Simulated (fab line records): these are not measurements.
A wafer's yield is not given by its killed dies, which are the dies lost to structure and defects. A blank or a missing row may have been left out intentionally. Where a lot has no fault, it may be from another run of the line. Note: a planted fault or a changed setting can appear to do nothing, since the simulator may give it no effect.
A sampling plan put to the test    flow berkeley-cmos170    each of the 11 faults these records tell of, on one fab line, judged from the records of the lots it struck
The plan consists of the line's own looks: route steps at which the wafer is read by a gauge or an inspection but not changed. Where struck wafers have a number at a look and the file lists that look's usual mean and standard deviation on fault-free wafers, the look can be judged. Caught: the struck wafers' mean, at a look after the fault's first step, is 4 or more of those standard deviations (sigma) away from the usual mean. On the tool: the test repeated on the tool's own readings taken at the fault's steps. If the struck wafers alone have a blank record, or they carry another recipe, that too counts as caught.

== THE FAULTS, as the simulator had put them in ==
1. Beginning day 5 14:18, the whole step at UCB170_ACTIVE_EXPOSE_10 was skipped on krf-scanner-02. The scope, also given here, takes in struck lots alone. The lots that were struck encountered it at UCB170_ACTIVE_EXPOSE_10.
2. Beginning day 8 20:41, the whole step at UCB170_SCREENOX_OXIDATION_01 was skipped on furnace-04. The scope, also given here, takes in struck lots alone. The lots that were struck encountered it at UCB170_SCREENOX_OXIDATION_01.
3. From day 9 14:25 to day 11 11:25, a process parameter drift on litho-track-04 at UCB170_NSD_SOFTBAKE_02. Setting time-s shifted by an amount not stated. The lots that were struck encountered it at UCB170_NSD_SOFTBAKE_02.
4. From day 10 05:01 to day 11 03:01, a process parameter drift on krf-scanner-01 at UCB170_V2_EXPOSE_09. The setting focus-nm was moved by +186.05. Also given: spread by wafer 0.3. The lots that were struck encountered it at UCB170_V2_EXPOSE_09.
5. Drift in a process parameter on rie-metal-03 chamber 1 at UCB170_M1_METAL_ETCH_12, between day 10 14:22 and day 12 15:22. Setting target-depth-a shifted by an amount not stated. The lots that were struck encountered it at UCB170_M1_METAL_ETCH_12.
6. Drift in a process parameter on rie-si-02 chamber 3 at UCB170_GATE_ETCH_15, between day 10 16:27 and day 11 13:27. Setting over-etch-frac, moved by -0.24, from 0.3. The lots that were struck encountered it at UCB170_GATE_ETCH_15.
7. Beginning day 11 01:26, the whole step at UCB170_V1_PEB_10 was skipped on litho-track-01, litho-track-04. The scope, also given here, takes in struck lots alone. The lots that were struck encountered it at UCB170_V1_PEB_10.
8. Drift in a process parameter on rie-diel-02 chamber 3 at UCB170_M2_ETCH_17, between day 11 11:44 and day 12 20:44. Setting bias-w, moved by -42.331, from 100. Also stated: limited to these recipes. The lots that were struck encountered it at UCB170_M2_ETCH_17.
9. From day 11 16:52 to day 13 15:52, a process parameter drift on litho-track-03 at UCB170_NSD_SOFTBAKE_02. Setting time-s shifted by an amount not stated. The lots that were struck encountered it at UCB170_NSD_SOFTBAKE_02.
10. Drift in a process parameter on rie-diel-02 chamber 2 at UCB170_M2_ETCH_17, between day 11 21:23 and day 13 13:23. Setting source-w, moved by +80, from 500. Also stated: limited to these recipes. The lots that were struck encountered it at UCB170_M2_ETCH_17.
11. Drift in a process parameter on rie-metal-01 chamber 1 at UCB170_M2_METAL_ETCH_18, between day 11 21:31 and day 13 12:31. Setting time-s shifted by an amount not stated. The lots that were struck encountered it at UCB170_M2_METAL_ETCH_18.

== WHAT THE PLAN SAW ==
fault  on the tool itself                                first look that catches it                    reading, sigma  median hours from its first step to that look  hours from the fault's start to the first struck lot there  judged looks passed uncaught
1      no reading that can be judged                     no look after it can be judged                -               -                                              -                                                           0
2      the tool's record is blank for the struck wafers  no look after it can be judged                -               -                                              -                                                           0
3      run-length-s +14 sigma                            no look after it can be judged                -               -                                              -                                                           0
4      exposure-dose-mJ-cm2 -6.5 sigma                   not the one look that can be judged after it  -               -                                              -                                                           1
5      oes-product-au +6.8 sigma                         no look after it can be judged                -               -                                              -                                                           0
6      oes-product-au +7.5 sigma                         not the one look that can be judged after it  -               -                                              -                                                           1
7      the tool's record is blank for the struck wafers  no look after it can be judged                -               -                                              -                                                           0
8      bias-w -99 or beyond sigma                        no look after it can be judged                -               -                                              -                                                           0
9      run-length-s -16 sigma                            no look after it can be judged                -               -                                              -                                                           0
10     rf-fwd-power-W +36 sigma                          no look after it can be judged                -               -                                              -                                                           0
11     run-length-s +8.9 sigma                           no look after it can be judged                -               -                                              -                                                           0
A dash: this means the fault isn't caught or the number doesn't appear in these records.

Caught at a look: 0 of 11. Caught on the tool: 10 of 11. By one or the other: 10 of 11.
Caught on the tool alone: faults 2, 3, 4, 5, 6, 7, 8, 9, 10, 11.
Caught by neither: fault 1.
